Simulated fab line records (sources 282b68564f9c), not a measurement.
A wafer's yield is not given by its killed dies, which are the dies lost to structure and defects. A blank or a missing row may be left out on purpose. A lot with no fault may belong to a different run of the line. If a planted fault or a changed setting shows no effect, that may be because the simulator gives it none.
fab line records ; flow rit_cmos
record: lots: 7; wafers: 21; last_day: 7
route steps=202 shown GATE@83
lots that met no fault: taken from a fault-free run of the same line
start_h: hours from the record's opening day to when the first of the lot's shown wafers began ; wait_h: hours since the lot's step before ; " as in the row above ; L1.1+2: a row that stands for several wafers ; - no value present, or no start provided ; * or withheld: withheld ; < > ~ a bound
route shown NAME@n: NAME is a module with steps in the file, n the number in the route of the first one ; usual: mean/standard deviation taken from wafers without a fault ; same: alike in all rows ; chamber/n: place in a boat ; sites: each site's reading ; _std_site: standard deviation across them ; _edge_site: outer sites' mean less inner sites' ; radius_mm: for every site, how far away it sits from the centre of the wafer ; mask NAME#n: copy n ; behind: the last tool/chamber to shape the wafer ; hold: why the lot was held/for how many hours/how that ended ; device: which transistor (n, p or np) failed to switch ; end of line: tests of these same wafers at the route's end ; for a step that has no rows: nothing shown but its recipe ; killed: not the wafer's yield, but the dies lost to structure and defects at the first sort ; map: a wafer's dies, x killed, . not, _ none there
set.NAME: setting as actually run; set.NAME@STEP: the setting as run at that earlier step ; model.NAME: the simulator's own value behind a step, which no gauge read
lots seen at some steps along the route; tables by step, rows by wafer
services: when a tool's chamber went out of use (start_h, in hours from the record's first day, below 0 if earlier), for how many hours, and the reason
== steps ==
step: RIT_GATE_THK_MEAS_07
recipe: reads: SiO2_of_GATE_OXIDATION_05
usual: GATE_OXIDE_THK: 3.04/0.072
lot.wafer;tool;chamber;start_h;wait_h;GATE_OXIDE_THK[nm]
L435.3;film_metro-02;-;58.60;0.0;3.00
L435.5;film_metro-02;-;58.60;0.0;3.01
L435.6;film_metro-02;-;58.60;0.0;2.98
L436.1;film_metro-04;-;64.79;0.0;3.11
L436.2;film_metro-04;-;64.79;0.0;3.00
L436.5;film_metro-04;-;64.79;0.0;3.09
L437.3;film_metro-01;-;73.36;0.0;3.02
L437.4;film_metro-01;-;73.36;0.0;3.09
L437.6;film_metro-01;-;73.36;0.0;3.06
L444.1;film_metro-02;-;106.30;0.0;3.13
L444.5;film_metro-02;-;106.30;0.0;2.98
L444.6;film_metro-02;-;106.30;0.0;3.02
L447.1;film_metro-01;-;123.17;0.0;2.92
L447.4;film_metro-01;-;123.17;0.0;2.90
L447.6;film_metro-01;-;123.17;0.0;2.90
L449.2;film_metro-02;-;130.64;0.0;3.03
L449.4;film_metro-02;-;130.64;0.0;3.15
L449.6;film_metro-02;-;130.64;0.0;3.17
L451.1;film_metro-01;-;140.04;0.0;3.13
L451.2;film_metro-01;-;140.04;0.0;3.10
L451.3;film_metro-01;-;140.04;0.0;3.11
step: RIT_GATE_CVD_08
recipe: material: poly-Si; target_thk_nm: 250; temp_c: 610; precursor: SiH4; time_s: 2220; pressure_mtorr: 300; sih4_flow_sccm: 100
step: RIT_GATE_THK_MEAS_09
recipe: reads: poly-Si_of_GATE_CVD_08
usual: GATE_POLY_THK: 249.4/2.6
lot.wafer;tool;chamber;start_h;wait_h;GATE_POLY_THK[nm]
L435.3;film_metro-01;-;60.28;0.0;248.9
L435.5;film_metro-01;-;60.28;0.0;248.2
L435.6;film_metro-01;-;60.28;0.0;246.2
L436.1;film_metro-01;-;66.47;0.0;253.3
L436.2;film_metro-01;-;66.47;0.0;252.4
L436.5;film_metro-01;-;66.47;0.0;253.5
L437.3;film_metro-01;-;75.04;0.0;248.7
L437.4;film_metro-01;-;75.04;0.0;247.6
L437.6;film_metro-01;-;75.04;0.0;249.1
L444.1;film_metro-04;-;107.98;0.0;247.3
L444.5;film_metro-04;-;107.98;0.0;246.2
L444.6;film_metro-04;-;107.98;0.0;245.4
L447.1;film_metro-01;-;124.85;0.0;249.7
L447.4;film_metro-01;-;124.85;0.0;248.6
L447.6;film_metro-01;-;124.85;0.0;248.0
L449.2;film_metro-02;-;132.61;0.0;251.3
L449.4;film_metro-02;-;132.61;0.0;250.5
L449.6;film_metro-02;-;132.61;0.0;251.2
L451.1;film_metro-02;-;141.72;0.0;245.5
L451.2;film_metro-02;-;141.72;0.0;249.3
L451.3;film_metro-02;-;141.72;0.0;247.3
step: RIT_GATE_HMDS_10
recipe: prime_time_s: 60; prime_temp_c: 140
step: RIT_GATE_COAT_11
recipe: resist: NOVOLAK; spin_rpm: 4250; resist_thk_nm: 841
step: RIT_GATE_SOFTBAKE_12
recipe: resist: NOVOLAK; temp_c: 90; time_s: 60
step: RIT_GATE_EXPOSE_13
recipe: mask_id: M6; na: 0.6; source_shape: conventional; sigma_outer: 0.6; target_cd_nm: 150; dose_mj: 380
step: RIT_GATE_PEB_14
recipe: resist: NOVOLAK; temp_c: withheld; time_s: withheld
step: RIT_GATE_DEVELOP_15
recipe: resist: NOVOLAK; develop_time_s: 50; dev_temp_c: 23
step: RIT_GATE_CD_MEAS_16
recipe: target_cd_nm: 150
usual: cd_nm: 150.6/2.7
lot.wafer;tool;chamber;start_h;wait_h;cd_nm
L435.3;cd_sem-02;-;61.43;-;152.1
L435.5;cd_sem-02;-;61.43;-;149.3
L435.6;cd_sem-02;-;61.43;-;153.0
L436.1;cd_sem-01;-;67.50;-;152.3
L436.2;cd_sem-01;-;67.50;-;153.6
L436.5;cd_sem-01;-;67.50;-;153.3
L437.3;cd_sem-01;-;76.10;-;147.2
L437.4;cd_sem-01;-;76.10;-;149.9
L437.6;cd_sem-01;-;76.10;-;147.6
L444.1;cd_sem-02;-;109.01;-;150.9
L444.5;cd_sem-02;-;109.01;-;149.1
L444.6;cd_sem-02;-;109.01;-;148.9
L447.1;cd_sem-02;-;125.88;-;152.3
L447.4;cd_sem-02;-;125.88;-;153.5
L447.6;cd_sem-02;-;125.88;-;150.0
L449.2;cd_sem-01;-;133.53;-;153.1
L449.4;cd_sem-01;-;133.53;-;151.9
L449.6;cd_sem-01;-;133.53;-;150.5
L451.1;cd_sem-01;-;142.75;-;148.8
L451.2;cd_sem-01;-;142.75;-;149.6
L451.3;cd_sem-01;-;142.75;-;150.2
step: RIT_GATE_OVL_MEAS_17
usual: GATE_OVL: 0.0/1.3
lot.wafer;tool;chamber;start_h;wait_h;GATE_OVL[nm]
L435.3;overlay-02;-;61.53;0.1;-0.6
L435.5;overlay-02;-;61.53;0.1;-0.3
L435.6;overlay-02;-;61.53;0.1;-1.7
L436.1;overlay-01;-;67.62;0.1;-2.5
L436.2;overlay-01;-;67.62;0.1;-3.1
L436.5;overlay-01;-;67.62;0.1;-0.5
L437.3;overlay-01;-;76.19;0.1;1.0
L437.4;overlay-01;-;76.19;0.1;0.6
L437.6;overlay-01;-;76.19;0.1;-0.3
L444.1;overlay-02;-;109.13;0.1;1.2
L444.5;overlay-02;-;109.13;0.1;-0.6
L444.6;overlay-02;-;109.13;0.1;-0.5
L447.1;overlay-02;-;126.00;0.1;1.6
L447.4;overlay-02;-;126.00;0.1;2.7
L447.6;overlay-02;-;126.00;0.1;-0.2
L449.2;overlay-02;-;133.64;0.1;1.7
L449.4;overlay-02;-;133.64;0.1;0.7
L449.6;overlay-02;-;133.64;0.1;1.6
L451.1;overlay-02;-;142.87;0.1;-0.2
L451.2;overlay-02;-;142.87;0.1;0.1
L451.3;overlay-02;-;142.87;0.1;0.6
step: RIT_GATE_HARDBAKE_18
recipe: resist: NOVOLAK; temp_c: 140; time_s: 60
step: RIT_GATE_ETCH_19
recipe: chemistry: SF6/CHF3/O2; time_s: 165; SF6_flow_sccm: 30; CHF3_flow_sccm: 30; O2_flow_sccm: 5; target: poly-Si; pressure_mtorr: 40; rf_w: 160; target_depth_a: 3125; over_etch_frac: 0.25; stop_on: SiO2
usual: CHF3_flow_sccm: 30.01/0.087; drypump_motor_current_A: 5.6/0.38; oes_product_au: 0.843/0.013; throttle_valve_pct: 10.26/0.11
lot.wafer;tool;chamber;start_h;wait_h;CHF3_flow_sccm;drypump_motor_current_A;oes_product_au;rf_hours_counter_h;throttle_valve_pct;model.GATE.feature_depth_nm;model.etch.depth_nm;model.NOVOLAK_of_GATE_COAT_11.thk_nm
L435.3;rie_si-01;2;61.70;0.1;30.08;6.1;0.866;23;10.06;248.8;248.8;657.5
L435.5;rie_si-01;1;61.70;0.1;30.10;5.5;0.828;-;10.36;248.4;248.4;661.9
L435.6;rie_si-01;0;61.70;0.1;30.10;4.9;0.844;-;10.27;246;246;654.3
L436.1;rie_si-02;3;67.81;0.1;30.11;5.2;0.842;41;10.25;253.2;253.2;662.4
L436.2;rie_si-02;0;67.81;0.1;29.99;5.8;0.865;83;10.23;252.4;252.4;656.1
L436.5;rie_si-02;0;67.81;0.1;30.04;5.8;0.859;-;10.23;253.4;253.4;658.6
L437.3;rie_si-01;3;76.36;0.1;30.06;5.6;0.842;65;10.31;248.7;248.7;667
L437.4;rie_si-01;1;76.36;0.1;29.88;5.5;0.822;121;10.36;247.5;247.5;662.8
L437.6;rie_si-01;0;76.36;0.1;29.89;4.9;0.851;-;10.24;249;249;656.9
L444.1;rie_si-02;1;109.32;0.1;29.99;6.2;0.830;48;10.07;247.3;247.3;657.2
L444.5;rie_si-02;3;109.32;0.1;30.02;5.2;0.828;-;10.27;246.1;246.1;667.3
L444.6;rie_si-02;0;109.32;0.1;29.96;5.8;0.842;-;10.24;245.4;245.4;660.3
L447.1;rie_si-01;3;126.31;0.1;30.02;5.6;0.776;65;10.31;218.5;218.5;692.6
L447.4;rie_si-01;1;126.31;0.1;29.93;5.5;0.779;121;10.35;223.9;223.9;687.8
L447.6;rie_si-01;3;126.31;0.1;29.99;5.6;0.767;-;10.31;218;218;691.7
L449.2;rie_si-01;2;133.82;0.1;30.08;6.0;0.816;23;10.06;230.9;230.9;682.4
L449.4;rie_si-01;3;133.82;0.1;29.96;5.7;0.766;65;10.30;213.9;213.9;687.9
L449.6;rie_si-01;1;133.82;0.1;29.98;5.5;0.776;-;10.36;223.6;223.6;683.2
L451.1;rie_si-01;2;143.06;0.1;30.00;6.1;0.806;23;10.07;228.4;228.4;687
L451.2;rie_si-01;3;143.06;0.1;29.96;5.7;0.764;65;10.31;215.5;215.5;693
L451.3;rie_si-01;0;143.06;0.1;30.01;4.9;0.819;69;10.27;236.2;236.2;687.7
step: RIT_GATE_STRIP_20
recipe: chemistry: O2; time_s: 180; resist: NOVOLAK; platen_temp_c: withheld; power_w: 500; pressure_mtorr: 4000; o2_flow_sccm: 4000
usual: drypump_motor_current_A: 5.9/0.68
lot.wafer;tool;chamber;start_h;wait_h;drypump_motor_current_A;rf_hours_counter_h
L435.3;plasma_asher-03;0;61.87;0.1;6.2;-
L435.5;plasma_asher-03;0;61.87;0.1;6.2;-
L435.6;plasma_asher-03;1;61.87;0.1;4.8;-
L436.1;plasma_asher-03;1;67.91;0.1;4.9;41
L436.2;plasma_asher-03;0;67.91;0.1;6.2;41
L436.5;plasma_asher-03;1;67.91;0.1;4.9;-
L437.3;plasma_asher-01;0;76.53;0.1;6.7;-
L437.4;plasma_asher-01;1;76.53;0.1;5.6;-
L437.6;plasma_asher-01;1;76.53;0.1;5.6;-
L444.1;plasma_asher-01;0;109.43;0.1;6.7;47
L444.5;plasma_asher-01;0;109.43;0.1;6.8;-
L444.6;plasma_asher-01;1;109.43;0.1;5.6;-
L447.1;plasma_asher-03;1;126.42;0.1;4.9;47
L447.4;plasma_asher-03;1;126.42;0.1;4.9;-
L447.6;plasma_asher-03;1;126.42;0.1;4.9;-
L449.2;plasma_asher-03;1;133.93;0.1;4.9;48
L449.4;plasma_asher-03;0;133.93;0.1;6.2;-
L449.6;plasma_asher-03;0;133.93;0.1;6.2;-
L451.1;plasma_asher-04;0;143.16;0.1;6.3;3
L451.2;plasma_asher-04;1;143.16;0.1;5.2;3
L451.3;plasma_asher-04;1;143.16;0.1;5.2;-
== services ==
tool;chamber;start_h;hours;kind
plasma_asher-01;-;59.59;11.9;repair
rie_si-02;0;80.78;2.1;repair
rie_si-01;2;81.52;6.8;repair
plasma_asher-04;-;101.70;3.8;repair
plasma_asher-04;-;108.75;9.0;pm
plasma_asher-04;0;108.75;9.0;vent_cycle
plasma_asher-04;1;108.75;9.0;vent_cycle
rie_si-01;0;110.61;3.7;repair
plasma_asher-04;0;117.75;-;clean
plasma_asher-04;1;117.75;-;clean
== key ==
first_sign: step: RIT_GATE_ETCH_19; reading: oes_product_au; direction: down; sigmas: 4.3; usual: 0.843; struck: 0.786; wafers_moved: 8
effect none on later readings
model_effect: step: RIT_GATE_ETCH_19; value: GATE.feature_depth_nm; without: 249.1; struck: 223.2
met_at RIT_GATE_ETCH_19
struck_wafers L447.1,L447.4,L447.6,L449.2,L449.4,L449.6,L451.1,L451.2,L451.3
later_rows_left_out L447.1,L447.4,L447.6,L449.2,L449.4,L449.6,L451.1,L451.2,L451.3
sort_left_out L447.1,L447.4,L447.6,L449.2,L449.4,L449.6,L451.1,L451.2,L451.3
tester_left_out L447,L449,L451
onset_between 76.36 126.31
fault: kind: process_parameter_drift; tool: rie_si-01; chamber: -; onset_h: 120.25; steps: RIT_GATE_ETCH_19; channel: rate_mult; offset: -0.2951; shape: step; end_h: 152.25
tester_left_out: of these lots the tester's yield and bins aren't shown, on N5 and GAA mostly nor the transistor test; their killed dies are dies lost to structure and defects alone, not to doping, threshold or leakage, so they don't give the yield
sort_left_out: the simulated sort isn't trusted on such a fault, so these wafers' sort isn't shown, and their yield isn't known
later_rows_left_out: the simulator's readings of these wafers behind a module that went badly wrong aren't trusted and aren't shown, but for the sort
